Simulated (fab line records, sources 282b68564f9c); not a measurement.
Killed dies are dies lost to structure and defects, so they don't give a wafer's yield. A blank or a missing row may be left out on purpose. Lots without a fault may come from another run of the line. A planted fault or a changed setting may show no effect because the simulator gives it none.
fab line records | flow rit_cmos
record lots=7 wafers=21 last_day=7
route steps=202 shown GATE@88 REOX@98 NLDD@103 PLDD@114 SPACER@125 M1@202
lots that met no fault: from a run of the same line without faults
start_h: hours from the record's first day to the start of the lot's first wafer shown | wait_h: hours since the lot's step before | " the same as in the row above | L1.1+2: a row that stands for several wafers | - no value, or no start given | * or withheld: withheld | < > ~ a bound
route shown NAME@n: a module of which the file shows steps, and the number in the route of the first | usual: mean/standard deviation of fault-free wafers | same: alike in all rows | chamber/n: place in a boat | sites: the reading at each site | _std_site: their standard deviation | _edge_site: outer sites' mean less inner sites' | radius_mm: how far each site lies from the wafer's centre | mask NAME#n: copy n | behind: the tool/chamber that last shaped the wafer | hold: why the lot was held/for how many hours/how that ended | device: the transistor (n, p or np) that didn't switch | end of line: the same wafers' tests at the end of the route | a step without rows: its recipe alone | killed: dies lost to structure and defects at the first sort, not the wafer's yield | map: a wafer's dies, x killed, . not, _ none there
set.NAME: the setting as run; set.NAME@STEP: as run at that earlier step | model.NAME: the simulator's own value behind a step, which no gauge read
lots at some steps of the route; a table a step, a row a wafer
services: from which hour (start_h, from the record's first day; less than 0 if before it) a tool's chamber was out of use, for how many hours, and why
## steps
# step RIT_GATE_SOFTBAKE_12
# recipe resist=NOVOLAK temp_c=90 time_s=60
# step RIT_GATE_EXPOSE_13
# recipe mask_id=M6 na=0.6 source_shape=conventional sigma_outer=0.6 target_cd_nm=150 dose_mj=380
# step RIT_GATE_PEB_14
# recipe resist=NOVOLAK temp_c=withheld time_s=withheld
# step RIT_GATE_DEVELOP_15
# recipe resist=NOVOLAK develop_time_s=50 dev_temp_c=23
# step RIT_GATE_CD_MEAS_16
# recipe target_cd_nm=150
# usual cd_nm=151.5/2
# columns lot.wafer tool chamber start_h wait_h cd_nm
L540.1 cd_sem-02 - 48.21 - 150.0
L540.2 " - " " 149.5
L540.3 " - " " 151.8
L545.1 cd_sem-01 - 73.67 - 152.5
L545.2 " - " " 153.5
L545.4 " - " " 151.4
L546.1 cd_sem-02 - 80.23 - 151.9
L546.2 " - " " 150.2
L546.4 " - " " 153.2
L547.1 cd_sem-02 - 82.05 - 152.1
L547.3 " - " " 152.6
L547.5 " - " " 152.8
L549.1 cd_sem-01 - 93.55 - 148.2
L549.5 " - " " 150.4
L549.6 " - " " 147.4
L554.3 cd_sem-02 - 117.26 - 147.0
L554.4 " - " " 149.2
L554.6 " - " " 148.7
L562.1 cd_sem-02 - 157.11 - 149.5
L562.3 " - " " 151.7
L562.4 " - " " 152.2
# step RIT_GATE_OVL_MEAS_17
# usual GATE_OVL=0.4/1.4
# columns lot.wafer tool chamber start_h wait_h GATE_OVL[nm]
L540.1 overlay-01 - 48.33 0.1 1.4
L540.2 " - " " 3.8
L540.3 " - " " 1.9
L545.1 overlay-01 - 73.79 0.1 1.7
L545.2 " - " " 2.4
L545.4 " - " " 0.9
L546.1 overlay-01 - 80.35 0.1 5.2
L546.2 " - " " 4.0
L546.4 " - " " 2.5
L547.1 overlay-01 - 82.17 0.1 -0.3
L547.3 " - " " 2.6
L547.5 " - " " 0.9
L549.1 overlay-01 - 93.67 0.1 0.0
L549.5 " - " " 1.5
L549.6 " - " " 2.0
L554.3 overlay-01 - 117.35 0.1 3.6
L554.4 " - " " 0.8
L554.6 " - " " 1.0
L562.1 overlay-01 - 157.23 0.1 -0.9
L562.3 " - " " 0.1
L562.4 " - " " -0.4
# step RIT_GATE_HARDBAKE_18
# recipe resist=NOVOLAK temp_c=140 time_s=60
# step RIT_GATE_ETCH_19
# recipe chemistry=SF6/CHF3/O2 time_s=165 SF6_flow_sccm=30 CHF3_flow_sccm=30 O2_flow_sccm=5 target=poly-Si pressure_mtorr=40 rf_w=160 target_depth_a=3125 over_etch_frac=0.25 stop_on=SiO2
# usual O2_flow_sccm=4.999/0.015 drypump_motor_current_A=5.7/0.66 oes_product_au=0.850/0.017 throttle_valve_pct=10.28/0.1
# columns lot.wafer tool chamber start_h wait_h O2_flow_sccm drypump_motor_current_A oes_product_au rf_hours_counter_h throttle_valve_pct
L540.1 rie_si-01 1 48.51 0.1 4.987 6.7 0.855 40 10.32
L540.2 " 3 " " 4.986 5.9 0.859 144 10.16
L540.3 " 0 " " 5.027 4.9 0.868 58 10.30
L545.1 rie_si-02 1 73.97 0.1 4.982 6.1 0.869 59 10.52
L545.2 " 3 " " 4.973 6.0 0.819 32 10.18
L545.4 " 0 " " 4.995 6.2 0.829 116 10.21
L546.1 rie_si-01 3 80.55 0.1 4.992 6.0 0.870 144 10.16
L546.2 " 1 " " 4.968 6.7 0.861 40 10.34
L546.4 " 0 " " 4.998 4.9 0.879 59 10.31
L547.1 rie_si-02 3 82.35 0.1 4.990 6.0 0.836 32 10.19
L547.3 " 1 " " 4.991 6.1 0.882 59 10.51
L547.5 " 2 " " 5.004 4.8 0.867 - 10.28
L549.1 rie_si-02 0 93.86 0.1 5.003 6.2 0.833 116 10.21
L549.5 " 1 " " 4.997 6.1 0.873 - 10.51
L549.6 " 2 " " 4.981 4.8 0.864 - 10.29
L554.3 rie_si-01 1 117.60 0.1 4.999 6.6 0.833 40 10.31
L554.4 " 3 " " 5.013 6.0 0.841 144 10.16
L554.6 " 0 " " 5.013 4.9 0.852 - 10.31
L562.1 rie_si-01 1 157.41 0.1 5.012 6.6 0.853 41 10.31
L562.3 " 0 " " 4.989 4.8 0.873 59 10.32
L562.4 " 3 " " 4.985 6.0 0.838 0 10.17
# step RIT_GATE_STRIP_20
# recipe chemistry=O2 time_s=180 resist=NOVOLAK platen_temp_c=withheld power_w=500 pressure_mtorr=4000 o2_flow_sccm=4000
# usual drypump_motor_current_A=5.2/0.59 o2_flow_sccm=4000/13
# columns lot.wafer tool chamber start_h wait_h drypump_motor_current_A o2_flow_sccm rf_hours_counter_h
L540.1 plasma_asher-01 1 48.62 0.1 4.7 3986 32
L540.2 " 0 " " 5.3 4013 32
L540.3 " 1 " " 4.7 3995 -
L545.1 plasma_asher-02 1 74.08 0.1 5.0 4006 24
L545.2 " 0 " " 6.5 4016 24
L545.4 " 1 " " 4.9 3992 -
L546.1 plasma_asher-02 0 80.66 0.1 6.5 3979 25
L546.2 " 1 " " 4.9 3993 25
L546.4 " 1 " " 5.0 3995 -
L547.1 plasma_asher-01 1 82.46 0.1 4.7 3994 36
L547.3 " 0 " " 5.3 3988 -
L547.5 " 1 " " 4.7 3987 -
L549.1 plasma_asher-01 0 93.97 0.1 5.3 3975 37
L549.5 " 1 " " 4.7 4002 -
L549.6 " 0 " " 5.3 4005 -
L554.3 plasma_asher-04 0 117.77 0.1 4.8 3996 -
L554.4 " 1 " " 5.2 4014 -
L554.6 " 1 " " 5.2 3985 -
L562.1 plasma_asher-04 0 157.52 0.1 4.8 4011 60
L562.3 " 0 " " 4.8 4004 -
L562.4 " 1 " " 5.2 4009 -
# step RIT_GATE_CD_MEAS_90
# recipe target_cd_nm=150
# usual cd_nm=151.6/2.1
# columns lot.wafer tool chamber start_h wait_h cd_nm
L540.1 cd_sem-01 - 48.80 0.1 150.5
L540.2 " - " " 149.1
L540.3 " - " " 151.9
L545.1 cd_sem-01 - 74.26 0.1 152.3
L545.2 " - " " 153.1
L545.4 " - " " 151.8
L546.1 cd_sem-01 - 80.83 0.1 151.9
L546.2 " - " " 150.5
L546.4 " - " " 153.8
L547.1 cd_sem-02 - 82.64 0.1 152.2
L547.3 " - " " 152.5
L547.5 " - " " 153.5
L549.1 cd_sem-02 - 94.14 0.1 147.5
L549.5 " - " " 150.8
L549.6 " - " " 147.1
L554.3 cd_sem-02 - 117.92 0.1 146.9
L554.4 " - " " 149.8
L554.6 " - " " 148.9
L562.1 cd_sem-02 - 157.70 0.1 149.1
L562.3 " - " " 152.0
L562.4 " - " " 152.3
# step RIT_REOX_CLEAN_00
# recipe chemistry=SC1 mix=3:3:50 time_s=600 temp_c=75
# step RIT_REOX_CLEAN_01
# recipe chemistry=dHF dilution=50:1 time_s=30
# step RIT_REOX_CLEAN_02
# recipe chemistry=SC2 mix=3:3:50 time_s=600 temp_c=75 dry=n2_spin
# columns lot.wafer tool chamber start_h wait_h
L540.1+2+3 wet_bench-04 0 49.11 0.0
L545.1+2+4 wet_bench-01 2 74.57 0.0
L546.1+2+4 wet_bench-01 0 81.14 0.0
L547.1+3+5 wet_bench-01 2 82.95 0.0
L549.1+5+6 wet_bench-04 3 94.47 0.0
L554.3+4+6 wet_bench-01 2 118.39 0.0
L562.1+3+4 wet_bench-03 0 158.02 0.0
# step RIT_REOX_OXIDATION_03
# recipe temp_c=900 ambient=O2 target_thk_a=252 ox_time_s=5580
# step RIT_REOX_THK_MEAS_04
# recipe reads=SiO2_of_REOX_OXIDATION_03
# usual REOX_OXIDE_THK=25.3/0.52
# columns lot.wafer tool chamber start_h wait_h REOX_OXIDE_THK[nm]
L540.1 film_metro-01 - 52.85 0.0 24.6
L540.2 " - " " 24.7
L540.3 " - " " 24.7
L545.1 film_metro-04 - 77.86 0.0 25.7
L545.2 " - " " 25.5
L545.4 " - " " 25.4
L546.1 film_metro-04 - 84.60 0.0 25.0
L546.2 " - " " 24.7
L546.4 " - " " 25.0
L547.1 film_metro-02 - 86.93 0.0 25.8
L547.3 " - " " 25.9
L547.5 " - " " 25.7
L549.1 film_metro-02 - 97.20 0.0 25.5
L549.5 " - " " 25.8
L549.6 " - " " 25.9
L554.3 film_metro-01 - 121.71 0.0 25.0
L554.4 " - " " 25.5
L554.6 " - " " 25.4
L562.1 film_metro-04 - 160.75 0.0 25.0
L562.3 " - " " 24.8
L562.4 " - " " 25.2
# step RIT_NLDD_HMDS_00
# recipe prime_time_s=60 prime_temp_c=140
# step RIT_NLDD_COAT_01
# recipe resist=NOVOLAK spin_rpm=3250 resist_thk_nm=1000
# step RIT_NLDD_SOFTBAKE_02
# recipe resist=NOVOLAK temp_c=90 time_s=60
# step RIT_NLDD_EXPOSE_03
# recipe mask_id=M7 na=0.57 target_cd_nm=40700 dose_mj=250
# step RIT_NLDD_PEB_04
# recipe resist=NOVOLAK temp_c=withheld time_s=withheld
# step RIT_NLDD_DEVELOP_05
# recipe resist=NOVOLAK develop_time_s=50 dev_temp_c=23
# step RIT_NLDD_OVL_MEAS_06
# usual NLDD_OVL=0.5/1.5
# columns lot.wafer tool chamber start_h wait_h NLDD_OVL[nm]
L540.1 overlay-01 - 53.76 - 0.0
L540.2 " - " " -0.3
L540.3 " - " " -2.0
L545.1 overlay-01 - 78.78 - -0.8
L545.2 " - " " -1.5
L545.4 " - " " -3.2
L546.1 overlay-01 - 85.54 - 3.0
L546.2 " - " " 1.6
L546.4 " - " " 0.6
L547.1 overlay-01 - 87.95 - 3.4
L547.3 " - " " -0.2
L547.5 " - " " 0.7
L549.1 overlay-02 - 98.23 - 1.0
L549.5 " - " " 0.7
L549.6 " - " " 0.8
L554.3 overlay-02 - 122.61 - 0.1
L554.4 " - " " 2.3
L554.6 " - " " 0.7
L562.1 overlay-01 - 161.66 - 1.8
L562.3 " - " " 0.9
L562.4 " - " " -1.5
# step RIT_NLDD_HARDBAKE_07
# recipe resist=NOVOLAK temp_c=140 time_s=60
# step RIT_NLDD_IMPLANT_08
# recipe species=P energy_kev=20 dose_cm2=5e+14 tilt_deg=7
# step RIT_NLDD_STRIP_09
# recipe chemistry=O2 time_s=180 resist=NOVOLAK platen_temp_c=withheld power_w=500 pressure_mtorr=4000 o2_flow_sccm=4000
# usual drypump_motor_current_A=5.4/0.58 o2_flow_sccm=4000/12
# columns lot.wafer tool chamber start_h wait_h drypump_motor_current_A o2_flow_sccm rf_hours_counter_h
L540.1 plasma_asher-02 1 54.10 0.1 5.0 4001 22
L540.2 " 0 " " 6.5 4001 22
L540.3 " 0 " " 6.5 4003 -
L545.1 plasma_asher-02 1 79.12 0.1 5.0 3974 25
L545.2 " 0 " " 6.5 4000 25
L545.4 " 1 " " 4.9 4004 -
L546.1 plasma_asher-03 1 85.94 0.1 5.4 4010 49
L546.2 " 0 " " 5.8 3990 49
L546.4 " 0 " " 5.8 4004 -
L547.1 plasma_asher-04 1 88.28 0.1 5.2 4024 51
L547.3 " 1 " " 5.2 4005 -
L547.5 " 1 " " 5.2 4001 -
L549.1 plasma_asher-04 0 98.57 0.1 4.8 4009 52
L549.5 " 0 " " 4.8 4007 -
L549.6 " 1 " " 5.2 4010 -
L554.3 plasma_asher-02 0 123.00 0.1 6.4 3993 -
L554.4 " 1 " " 5.0 3992 -
L554.6 " 1 " " 4.9 3980 -
L562.1 plasma_asher-04 1 162.00 0.1 5.2 4006 61
L562.3 " 0 " " 4.8 3984 -
L562.4 " 1 " " 5.2 3999 -
# step RIT_NLDD_TW_MEAS_10
# usual NLDD_TW=2479/10
# columns lot.wafer tool chamber start_h wait_h NLDD_TW
L540.1 film_metro-03 - 54.27 0.1 2466
L540.2 " - " " 2462
L540.3 " - " " 2461
L545.1 film_metro-03 - 79.30 0.1 2504
L545.2 " - " " 2491
L545.4 " - " " 2485
L546.1 film_metro-02 - 86.11 0.1 2461
L546.2 " - " " 2472
L546.4 " - " " 2467
L547.1 film_metro-01 - 88.46 0.1 2491
L547.3 " - " " 2484
L547.5 " - " " 2497
L549.1 film_metro-03 - 98.75 0.1 2488
L549.5 " - " " 2476
L549.6 " - " " 2491
L554.3 film_metro-03 - 123.13 0.1 2487
L554.4 " - " " 2476
L554.6 " - " " 2489
L562.1 film_metro-02 - 162.17 0.1 2485
L562.3 " - " " 2474
L562.4 " - " " 2476
# step RIT_PLDD_HMDS_00
# recipe prime_time_s=60 prime_temp_c=140
# step RIT_PLDD_COAT_01
# recipe resist=NOVOLAK spin_rpm=3250 resist_thk_nm=1000
# step RIT_PLDD_SOFTBAKE_02
# recipe resist=NOVOLAK temp_c=90 time_s=60
# step RIT_PLDD_EXPOSE_03
# recipe mask_id=M8 na=0.57 target_cd_nm=40900 dose_mj=250
# step RIT_PLDD_PEB_04
# recipe resist=NOVOLAK temp_c=withheld time_s=withheld
# step RIT_PLDD_DEVELOP_05
# recipe resist=NOVOLAK develop_time_s=50 dev_temp_c=23
# step RIT_PLDD_OVL_MEAS_06
# usual PLDD_OVL=0.6/1.5
# columns lot.wafer tool chamber start_h wait_h PLDD_OVL[nm]
L540.1 overlay-01 - 55.18 - -1.1
L540.2 " - " " 1.7
L540.3 " - " " 2.4
L545.1 overlay-01 - 80.40 - -0.2
L545.2 " - " " 2.2
L545.4 " - " " 0.9
L546.1 overlay-01 - 87.21 - -1.0
L546.2 " - " " -0.4
L546.4 " - " " -2.4
L547.1 overlay-01 - 91.07 - 1.5
L547.3 " - " " -0.4
L547.5 " - " " 1.0
L549.1 overlay-02 - 99.78 - 0.8
L549.5 " - " " -0.9
L549.6 " - " " -1.7
L554.3 overlay-01 - 124.04 - 0.7
L554.4 " - " " 0.5
L554.6 " - " " -0.5
L562.1 overlay-01 - 163.08 - 2.0
L562.3 " - " " 3.5
L562.4 " - " " 2.4
# step RIT_PLDD_HARDBAKE_07
# recipe resist=NOVOLAK temp_c=140 time_s=60
# step RIT_PLDD_IMPLANT_08
# recipe species=BF2 energy_kev=20 dose_cm2=9e+14 tilt_deg=7
# step RIT_PLDD_STRIP_09
# recipe chemistry=O2 time_s=180 resist=NOVOLAK platen_temp_c=withheld power_w=500 pressure_mtorr=4000 o2_flow_sccm=4000
# usual drypump_motor_current_A=5.1/0.36 o2_flow_sccm=4000/13
# columns lot.wafer tool chamber start_h wait_h drypump_motor_current_A o2_flow_sccm rf_hours_counter_h
L540.1 plasma_asher-03 0 55.52 0.1 5.8 4025 46
L540.2 " 1 " " 5.4 3984 46
L540.3 " 0 " " 5.8 3986 -
L545.1 plasma_asher-01 0 80.73 0.1 5.3 4007 36
L545.2 " 1 " " 4.7 3985 36
L545.4 " 0 " " 5.3 3987 -
L546.1 plasma_asher-03 1 87.55 0.1 5.4 4020 49
L546.2 " 0 " " 5.8 4025 49
L546.4 " 0 " " 5.8 4015 -
L547.1 plasma_asher-01 0 91.41 0.1 5.3 4000 37
L547.3 " 1 " " 4.7 4008 -
L547.5 " 0 " " 5.3 4017 -
L549.1 plasma_asher-01 1 100.12 0.1 4.7 3994 38
L549.5 " 1 " " 4.7 4008 -
L549.6 " 0 " " 5.3 4014 -
L554.3 plasma_asher-01 1 124.42 0.1 4.7 4008 -
L554.4 " 0 " " 5.3 3998 -
L554.6 " 1 " " 4.7 3980 -
L562.1 plasma_asher-01 1 163.42 0.1 4.7 3983 6
L562.3 " 1 " " 4.7 3976 -
L562.4 " 0 " " 5.3 4016 -
# step RIT_PLDD_TW_MEAS_10
# usual PLDD_TW=2337/10
# columns lot.wafer tool chamber start_h wait_h PLDD_TW
L540.1 film_metro-02 - 55.69 0.1 2321
L540.2 " - " " 2314
L540.3 " - " " 2327
L545.1 film_metro-02 - 80.91 0.1 2323
L545.2 " - " " 2324
L545.4 " - " " 2328
L546.1 film_metro-03 - 87.72 0.1 2339
L546.2 " - " " 2339
L546.4 " - " " 2330
L547.1 film_metro-01 - 91.58 0.1 2332
L547.3 " - " " 2357
L547.5 " - " " 2335
L549.1 film_metro-01 - 100.29 0.1 2331
L549.5 " - " " 2326
L549.6 " - " " 2335
L554.3 film_metro-02 - 124.55 0.1 2344
L554.4 " - " " 2325
L554.6 " - " " 2333
L562.1 film_metro-02 - 163.59 0.1 2333
L562.3 " - " " 2347
L562.4 " - " " 2332
# step RIT_SPACER_CLEAN_00
# recipe chemistry=SC1 mix=3:3:50 time_s=600 temp_c=75
# step RIT_SPACER_CLEAN_01
# recipe chemistry=dHF dilution=50:1 time_s=30
# step RIT_SPACER_CLEAN_02
# recipe chemistry=SC2 mix=3:3:50 time_s=600 temp_c=75 dry=n2_spin
# step RIT_SPACER_CVD_03
# recipe material=Si3N4 target_thk_nm=250 temp_c=810 precursor=SiH2Cl2/NH3 time_s=3300 pressure_mtorr=300 sih2cl2_flow_sccm=60 nh3_flow_sccm=150
# step RIT_SPACER_THK_MEAS_04
# recipe reads=Si3N4_of_SPACER_CVD_03
# usual SPACER_NITRIDE_THK=249.4/1.8
# columns lot.wafer tool chamber start_h wait_h SPACER_NITRIDE_THK[nm]
L540.1 film_metro-04 - 58.05 0.0 246.5
L540.2 " - " " 247.9
L540.3 " - " " 246.6
L545.1 film_metro-04 - 83.25 0.0 252.4
L545.2 " - " " 250.7
L545.4 " - " " 248.9
L546.1 film_metro-02 - 90.08 0.0 247.5
L546.2 " - " " 246.8
L546.4 " - " " 246.6
L547.1 film_metro-03 - 93.96 0.0 247.6
L547.3 " - " " 249.4
L547.5 " - " " 249.0
L549.1 film_metro-04 - 103.61 0.0 249.7
L549.5 " - " " 250.2
L549.6 " - " " 249.9
L554.3 film_metro-03 - 126.90 0.0 249.6
L554.4 " - " " 249.8
L554.6 " - " " 249.8
L562.1 film_metro-02 - 165.94 0.0 252.2
L562.3 " - " " 250.4
L562.4 " - " " 249.6
# step RIT_M1_PROBE_99
# usual killed_at_contacts=0.0/0.22 killed_at_front_end=6.6/3 killed_dies=6.6/3 killed_on_rim=1.8/1.4 killed_open=3.4/2 killed_short=3.2/2
# same gross_dies=264 killed_at_M0_to_M3=0 killed_at_M4_up=0 killed_at_back_side=0 killed_at_other=0
# columns lot.wafer tool chamber start_h wait_h killed_at_contacts killed_at_front_end killed_dies killed_on_rim killed_open killed_short model.etest.diode_nwell_sub.leak_log10_a_cm2
L540.1 prober-02 - 69.22 0.1 0 7 7 3 5 2 -7.734
L540.2 prober-02 - 69.27 0.1 0 7 7 3 1 6 -7.665
L540.3 prober-02 - 69.32 0.2 0 8 8 1 3 5 -7.473
L545.1 prober-01 - 94.37 0.1 0 4 4 0 2 2 -7.53
L545.2 prober-01 - 94.42 0.1 0 6 6 3 2 4 -7.251
L545.4 prober-01 - 94.52 0.2 0 5 5 3 2 3 -7.462
L546.1 prober-02 - 101.30 0.1 0 7 7 2 6 1 -6.575
L546.2 prober-02 - 101.35 0.1 0 8 8 1 3 5 -6.706
L546.4 prober-02 - 101.45 0.2 0 1 1 0 1 0 -6.9
L547.1 prober-01 - 105.37 0.1 0 6 6 1 3 3 -6.525
L547.3 prober-01 - 105.47 0.2 0 7 7 1 6 1 -6.927
L547.5 prober-01 - 105.57 0.2 0 4 4 0 2 2 -6.523
L549.1 prober-01 - 114.81 0.1 0 7 7 1 1 6 -7.429
L549.5 prober-01 - 115.01 0.2 0 6 6 1 4 2 -7.623
L549.6 prober-01 - 115.06 0.2 0 4 4 1 3 1 -7.494
L554.3 prober-01 - 138.54 0.2 0 12 12 4 8 4 -6.783
L554.4 prober-01 - 138.59 0.2 0 2 2 1 0 2 -6.796
L554.6 prober-01 - 138.69 0.2 0 7 7 2 5 2 -6.91
L562.1 prober-01 - 177.28 0.1 0 7 7 1 1 6 -7.32
L562.3 prober-01 - 177.38 0.2 1 10 11 2 5 6 -7.607
L562.4 prober-01 - 177.43 0.2 0 6 6 2 3 3 -7.498
# killed by level:class
L540.1 FOX1:geometric_particle:open=1 FOX2:geometric_particle:open=1 GATE:geometric_particle:short=1 GATE:geometric_particle:open=1 REOX:geometric_particle:open=1 SPACER:geometric_particle:short=1 SILICIDE:geometric_particle:open=1
L540.2 FOX2:geometric_particle:short=3 GATE:geometric_particle:short=3 REOX:geometric_particle:open=1
L540.3 GATE:geometric_particle:short=3 GATE:geometric_particle:open=2 REOX:geometric_particle:open=1 REOX:geometric_particle:short=1 SPACER:geometric_particle:short=1
L545.1 FOX1:geometric_particle:short=1 GATE:geometric_particle:short=1 SPACER:geometric_particle:open=1 SILICIDE:geometric_particle:open=1
L545.2 ACTIVE:geometric_particle:short=1 FOX2:geometric_particle:open=1 GATE:geometric_particle:short=1 REOX:geometric_particle:short=1 SPACER:geometric_particle:open=1 SILICIDE:geometric_particle:short=1
L545.4 FOX2:geometric_particle:short=1 GATE:geometric_particle:short=1 GATE:geometric_particle:open=1 REOX:geometric_particle:short=1 SILICIDE:geometric_particle:open=1
L546.1 GATE:geometric_particle:open=2 SPACER:geometric_particle:open=2 FOX1:geometric_particle:open=1 FOX2:geometric_particle:open=1 GATE:geometric_particle:short=1
L546.2 GATE:geometric_particle:short=2 FOX1:geometric_particle:open=1 FOX1:geometric_particle:short=1 FOX2:geometric_particle:short=1 GATE:geometric_particle:open=1 REOX:geometric_particle:short=1 SPACER:geometric_particle:open=1
L546.4 SILICIDE:geometric_particle:open=1
L547.1 FOX1:geometric_particle:open=1 GATE:geometric_particle:open=1 GATE:geometric_particle:short=1 REOX:geometric_particle:short=1 SPACER:geometric_particle:open=1 SILICIDE:geometric_particle:short=1
L547.3 FOX1:geometric_particle:open=2 REOX:geometric_particle:open=2 GATE:geometric_particle:open=1 SPACER:geometric_particle:open=1 SILICIDE:geometric_particle:short=1
L547.5 FOX2:geometric_particle:open=2 FOX1:geometric_particle:short=1 GATE:geometric_particle:short=1
L549.1 FOX1:geometric_particle:short=2 FOX2:geometric_particle:short=2 FOX1:geometric_particle:open=1 GATE:geometric_particle:short=1 REOX:geometric_particle:short=1
L549.5 GATE:geometric_particle:open=4 FOX2:geometric_particle:short=1 REOX:geometric_particle:short=1
L549.6 FOX1:geometric_particle:open=1 GATE:geometric_particle:open=1 GATE:geometric_particle:short=1 SPACER:geometric_particle:open=1
L554.3 FOX1:geometric_particle:open=4 GATE:geometric_particle:open=3 FOX1:geometric_particle:short=2 GATE:geometric_particle:short=2 SILICIDE:geometric_particle:open=1
L554.4 REOX:geometric_particle:short=2
L554.6 GATE:geometric_particle:open=2 REOX:geometric_particle:open=2 REOX:geometric_particle:short=1 SILICIDE:geometric_particle:short=1 SILICIDE:geometric_particle:open=1
L562.1 FOX2:geometric_particle:short=3 FOX1:geometric_particle:short=1 FOX2:geometric_particle:open=1 GATE:geometric_particle:short=1 REOX:geometric_particle:short=1
L562.3 FOX1:geometric_particle:short=3 GATE:geometric_particle:open=2 SILICIDE:geometric_particle:open=2 FOX1:geometric_particle:open=1 SILICIDE:geometric_particle:short=1 GATE:geometric_particle:short=1 CONTACT:geometric_particle:short=1
L562.4 GATE:geometric_particle:open=2 FOX2:geometric_particle:short=1 GATE:geometric_particle:short=1 REOX:geometric_particle:short=1 REOX:geometric_particle:open=1
## services
# columns tool chamber start_h hours kind
plasma_asher-03 - 27.69 0.9 repair
plasma_asher-01 - 38.42 0.3 repair
wet_bench-01 - 96.57 1.0 repair
plasma_asher-01 - 108.75 9.0 pm
plasma_asher-01 0 108.75 9.0 vent_cycle
plasma_asher-01 1 108.75 9.0 vent_cycle
plasma_asher-01 0 117.75 - clean
plasma_asher-01 1 117.75 - clean
rie_si-01 3 122.60 8.2 repair
rie_si-02 1 136.18 2.5 repair
rie_si-01 3 139.31 - clean
rie_si-01 3 139.31 18.0 scheduled_down
rie_si-01 3 139.31 18.0 vent_cycle
plasma_asher-03 - 141.43 21.2 repair
plasma_asher-02 - 157.25 4.0 repair
rie_si-02 0 160.61 13.4 repair
## key
first_sign none at tools or gauges
model_effect step=RIT_M1_PROBE_99 value=etest.diode_nwell_sub.leak_log10_a_cm2 without=-7.502 struck=-6.738
met_at RIT_REOX_CLEAN_02
struck_wafers L546.1,L546.2,L546.4,L547.1,L547.3,L547.5,L554.3,L554.4,L554.6
tester_left_out L546,L547,L554
onset_between 74.57 81.14
fault kind=metallic_contamination_source tool=wet_bench-01 chamber=- onset_h=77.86 steps=RIT_REOX_CLEAN_02 rate_cm2_per_visit=1e+12 species=metal_cu_cm2
# tester_left_out: of these lots the tester's yield and bins aren't shown, on N5 and GAA mostly nor the transistor test; their killed dies are dies lost to structure and defects alone, not to doping, threshold or leakage, so they don't give the yield
